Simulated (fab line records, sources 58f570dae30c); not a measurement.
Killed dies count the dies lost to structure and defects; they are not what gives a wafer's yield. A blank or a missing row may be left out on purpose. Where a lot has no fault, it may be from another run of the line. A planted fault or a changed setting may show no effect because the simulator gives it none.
A single fault, viewed from 2 desks    flow berkeley_cmos170    each desk holds nothing but its own numbers, with what lay behind them at the end

FROM THE METROLOGY DESK
Means of the sampled wafers that have a number, per lot and without regard to the tool the lot ran on: this is what the gauges read. Marked OUT: a lot whose mean sits more than 4 standard deviations from the usual mean, which makes it out of limits; the brackets give that distance.
Columns: A = PVT_TW at UCB170_PVT_TW_MEAS_09, usual 505
lot   first seen here  A
L142  day 6 19:23      509
L141  day 6 19:52      509
L144  day 7 05:13      499
L145  day 7 05:23      510
L143  day 7 05:50      500
L148  day 7 23:00      499
L152  day 8 06:37      508
L149  day 8 06:38      501
L151  day 8 06:49      509
L150  day 8 06:55      507
L153  day 8 23:19      507
L157  day 9 14:20      544 (+8.9) OUT
L156  day 9 15:05      546 (+9.3) OUT
L162  day 11 01:24     502
This desk's result: L156, L157 out of limits, first on L157 (PVT_TW at UCB170_PVT_TW_MEAS_09), day 9 14:20. L142, L141, L144, L145, L143, L148, L152, L149, L151, L150, L153, L162 stayed within limits.

FOR THE TOOL OWNER'S DESK: implanter-02
The tool's own readings at UCB170_PVT_IMPLANT_07: means of the sampled wafers that have a number, for each lot that ran on this tool. Marked OUT: a lot whose mean sits more than 4 standard deviations from the usual mean, which makes it out of limits; the brackets give that distance.
Columns: A = beam_energy_keV at UCB170_PVT_IMPLANT_07, usual 30.000
lot   first seen here  A
L142  day 6 19:08      30.002
L143  day 7 05:35      30.004
L148  day 7 22:45      30.010
L152  day 8 06:16      29.988
L150  day 8 06:41      30.005
L157  day 9 14:06      38.995 (+99 or more) OUT
L156  day 9 14:51      39.006 (+99 or more) OUT
This desk finds L156, L157 out of limits, L157 being first, at day 9 14:06 (beam_energy_keV at UCB170_PVT_IMPLANT_07). L142, L143, L148, L152, L150 stayed within limits.

BROUGHT TOGETHER
On L156, L157, at day 9 14:06, an alarm was possible from the tool owner's desk.
On L156, L157, the metrology desk was in a position to raise an alarm at day 9 14:20.
Of the lots named, all ran UCB170_PVT_IMPLANT_07 on implanter-02.

WHAT THE SIMULATOR HAD PUT IN
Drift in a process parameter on implanter-02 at UCB170_PVT_IMPLANT_07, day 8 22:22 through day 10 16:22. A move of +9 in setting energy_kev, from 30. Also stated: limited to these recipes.
Lots struck among those shown: L156, L157.
Fault start to first reading out of limits, in hours, per desk: tool owner, 16; metrology, 16.
